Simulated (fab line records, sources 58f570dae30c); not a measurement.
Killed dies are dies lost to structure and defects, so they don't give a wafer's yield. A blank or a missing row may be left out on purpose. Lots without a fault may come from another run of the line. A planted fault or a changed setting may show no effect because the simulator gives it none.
Which tool did it? | flow berkeley_cmos170 | 7 lots, 21 wafers sampled, at 1 step of a route of 331

WHAT THE GAUGES READ, wafer by wafer
UCB170_START_BOW_MEAS_00.
lot  | measured    | on            | INCOMING_BOW (um)
L429 | day 1 15:02 | film_metro-02 | 6 -3 9
L431 | day 2 01:00 | film_metro-03 | -3 -3 -2
L434 | day 2 16:01 | film_metro-04 | -5 -9 4
L436 | day 3 02:00 | film_metro-02 | -7 1 -2
L443 | day 4 13:00 | film_metro-02 | 0 1 1
L445 | day 4 23:01 | film_metro-03 | 9 7 -14
L451 | day 6 05:01 | film_metro-04 | 9 6 -2

WHICH TOOL RAN EACH LOT (tool, then ch and the chambers of the sampled wafers, then the start)
The record holds no process step before these readings.

THE ANSWER, worked out from the rows above alone
Rule: what is usual is taken from the lots themselves. Put in order of their means at a reading, lots are off if they are a third of the lots or fewer, leave a main group of 4 or more, and stand apart from it by a gap of 3 or more times the standard deviation of the main group's means; of several such gaps the widest counts. A main group whose means are all the same, to the digits that the tables above print for the reading, isn't used. A lot without any number at a reading at which 4 lots or more have one is off too. The other lots that the step has rows for count as sound.
No lot is off at any reading shown: from this, nothing can be told.

WHAT THE SIMULATOR HAD PUT IN
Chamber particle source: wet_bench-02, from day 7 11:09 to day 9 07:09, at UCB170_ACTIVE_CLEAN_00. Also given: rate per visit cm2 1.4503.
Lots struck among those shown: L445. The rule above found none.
